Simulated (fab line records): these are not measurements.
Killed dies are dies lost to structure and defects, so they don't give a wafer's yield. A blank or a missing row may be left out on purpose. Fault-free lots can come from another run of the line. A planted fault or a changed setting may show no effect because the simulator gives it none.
The tool behind it: which one? + flow rit_cmos + 12 lots with 36 wafers sampled at 4 steps, on a route of 202 steps

== WHAT EACH GAUGE READ, for each wafer ==
RIT_PWELL_OVL_MEAS_06.
| lot  | measured    | on         | PWELL_OVL (nm) |
|------|-------------|------------|----------------|
| L901 | day 1 22:31 | overlay-02 | 0.1 0.6 0.5    |
| L902 | day 2 02:53 | overlay-02 | 1.3 -1.1 1.7   |
| L903 | day 2 07:49 | overlay-01 | -2.2 -0.9 -0.7 |
| L906 | day 2 23:26 | overlay-01 | -0.8 0.3 0.0   |
| L911 | day 4 04:27 | overlay-02 | -1.1 -0.9 -0.6 |
| L912 | day 4 05:46 | overlay-01 | -1.1 1.3 0.5   |
| L913 | day 4 09:58 | overlay-01 | -1.6 -1.5 -0.2 |
| L917 | day 5 07:10 | overlay-01 | 1.0 -0.1 1.0   |
| L919 | day 5 19:37 | overlay-01 | -0.9 -0.1 0.3  |
| L920 | day 5 22:32 | overlay-01 | 2.1 1.5 2.1    |
| L922 | day 6 09:35 | overlay-01 | 0.1 0.6 0.5    |
| L924 | day 6 17:29 | overlay-01 | -0.8 0.8 -1.1  |

RIT_NLDD_OVL_MEAS_06.
| lot  | measured    | on         | NLDD_OVL (nm)  |
|------|-------------|------------|----------------|
| L901 | day 2 18:01 | overlay-02 | 0.3 1.6 0.3    |
| L902 | day 2 22:08 | overlay-01 | -2.0 -0.2 -0.1 |
| L903 | day 3 04:13 | overlay-01 | 2.5 1.8 1.0    |
| L906 | day 3 19:18 | overlay-01 | 1.3 1.7 1.4    |
| L911 | day 5 08:19 | overlay-02 | 1.1 1.0 0.6    |
| L912 | day 5 05:46 | overlay-02 | -1.3 -2.3 -1.5 |
| L913 | day 5 08:34 | overlay-01 | -1.8 -0.9 -1.3 |
| L917 | day 6 06:15 | overlay-01 | 1.5 2.0 0.0    |
| L919 | day 6 15:47 | overlay-02 | -4.2 -3.3 -2.6 |
| L920 | day 6 18:58 | overlay-02 | 1.3 -0.9 -0.2  |
| L922 | day 7 04:12 | overlay-02 | -3.4 -1.4 -1.1 |
| L924 | day 7 12:16 | overlay-02 | -1.9 -3.1 -2.5 |

== TOOL THAT RAN EACH LOT (tool first, then ch and the chambers of the sampled wafers, then the start) ==
| lot  | RIT_ACTIVE_STRIP_14                 | RIT_NRETRO_IMPLANT_08          |
|------|-------------------------------------|--------------------------------|
| L901 | plasma_asher-03 ch 0,1, day 1 15:33 | implanter-04 ch 0, day 2 06:10 |
| L902 | plasma_asher-03 ch 0,1, day 1 19:58 | implanter-04 ch 0, day 2 10:10 |
| L903 | plasma_asher-04 ch 1, day 2 00:58   | implanter-01 ch 0, day 2 15:15 |
| L906 | plasma_asher-03 ch 0,1, day 2 16:33 | implanter-01 ch 0, day 3 06:43 |
| L911 | plasma_asher-04 ch 1, day 3 18:43   | implanter-01 ch 0, day 4 11:45 |
| L912 | plasma_asher-04 ch 0, day 3 22:41   | implanter-04 ch 0, day 4 13:11 |
| L913 | plasma_asher-04 ch 1, day 4 02:58   | implanter-01 ch 0, day 4 18:19 |
| L917 | plasma_asher-04 ch 1, day 4 23:51   | implanter-04 ch 0, day 5 15:26 |
| L919 | plasma_asher-04 ch 0,1, day 5 12:30 | implanter-04 ch 0, day 6 03:46 |
| L920 | plasma_asher-02 ch 0,1, day 5 15:29 | implanter-03 ch 0, day 6 07:03 |
| L922 | plasma_asher-02 ch 0,1, day 6 02:10 | implanter-03 ch 0, day 6 16:48 |
| L924 | plasma_asher-03 ch 0,1, day 6 10:18 | implanter-03 ch 0, day 7 00:42 |
- RIT_ACTIVE_STRIP_14: strips in O2, time 180 s.
- RIT_NRETRO_IMPLANT_08

== AS READ BY THE TOOLS THEMSELVES (means over the sampled wafers that have a number; for cases with no such wafer, the mark the record gives instead) ==
RIT_ACTIVE_STRIP_14.
| lot  | tool            | drypump_motor_current_A (A) | rf_refl_power_W (W) |
|------|-----------------|-----------------------------|---------------------|
| L901 | plasma_asher-03 | 5.4                         | 7.0                 |
| L902 | plasma_asher-03 | 5.5                         | 7.0                 |
| L903 | plasma_asher-04 | 6.3                         | 4.8                 |
| L906 | plasma_asher-03 | 5.8                         | 7.4                 |
| L911 | plasma_asher-04 | 6.3                         | 4.8                 |
| L912 | plasma_asher-04 | 5.9                         | 9.8                 |
| L913 | plasma_asher-04 | 6.3                         | 4.7                 |
| L917 | plasma_asher-04 | 6.3                         | 4.8                 |
| L919 | plasma_asher-04 | 6.0                         | 8.0                 |
| L920 | plasma_asher-02 | 5.4                         | 6.2                 |
| L922 | plasma_asher-02 | 5.8                         | 7.0                 |
| L924 | plasma_asher-03 | 5.8                         | 7.4                 |

RIT_NRETRO_IMPLANT_08.
| lot  | tool         | tilt_deg (degrees) |
|------|--------------|--------------------|
| L901 | implanter-04 | 6.996              |
| L902 | implanter-04 | 7.005              |
| L903 | implanter-01 | 6.993              |
| L906 | implanter-01 | 6.992              |
| L911 | implanter-01 | 7.821              |
| L912 | implanter-04 | 7.030              |
| L913 | implanter-01 | 7.774              |
| L917 | implanter-04 | 7.006              |
| L919 | implanter-04 | 6.976              |
| L920 | implanter-03 | 7.003              |
| L922 | implanter-03 | 6.999              |
| L924 | implanter-03 | 7.006              |

== THE ANSWER, worked out from the rows above alone ==
Rule: the lots themselves supply what counts as usual. The widest of any qualifying gaps counts: lots, ordered by their means at a reading, are off when they make up no more than a third of the lots, leave a main group of 4 or more, and stand apart from it by 3 or more times the standard deviation of that group's means. A main group whose means are all the same, to the digits that the tables above print for the reading, isn't used. Also off: a lot with no number at a reading for which 4 or more lots have one. The other lots that the step has rows for count as sound. The gauges are gone through in route order, then the tools' own readings, and for those a lot's mean is taken as printed above. The first step at which some lot is off is used, and at that step the reading that is off furthest; a lot without a number counts as furthest.
Off: L911, L913, at RIT_NRETRO_IMPLANT_08 (tilt_deg). The main group: mean 7.001 degrees, standard deviation 0.013.
A tool fits if, at that step or a process step before it, it ran every lot that is off, and no sound lot after the first of them. One fits: implanter-01 at RIT_NRETRO_IMPLANT_08. Its last sound lot is L906 (day 3 06:43), its first lot that is off L911 (day 4 11:45): a fault that began between those two fits.
The tool's own readings at RIT_NRETRO_IMPLANT_08 bear it out: on the lots that are off they differ by more than 5 times the standard deviation of the sound lots' means. tilt_deg reads 7.797 degrees there against 7.001 degrees on the sound lots.

== WHAT WAS PUT IN BY THE SIMULATOR ==
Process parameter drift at RIT_NRETRO_IMPLANT_08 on implanter-01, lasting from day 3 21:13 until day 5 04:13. The setting tilt_deg was moved by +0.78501, starting from 7. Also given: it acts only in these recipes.
Lots struck among those shown: L911, L913. The rule given above showed the same thing.
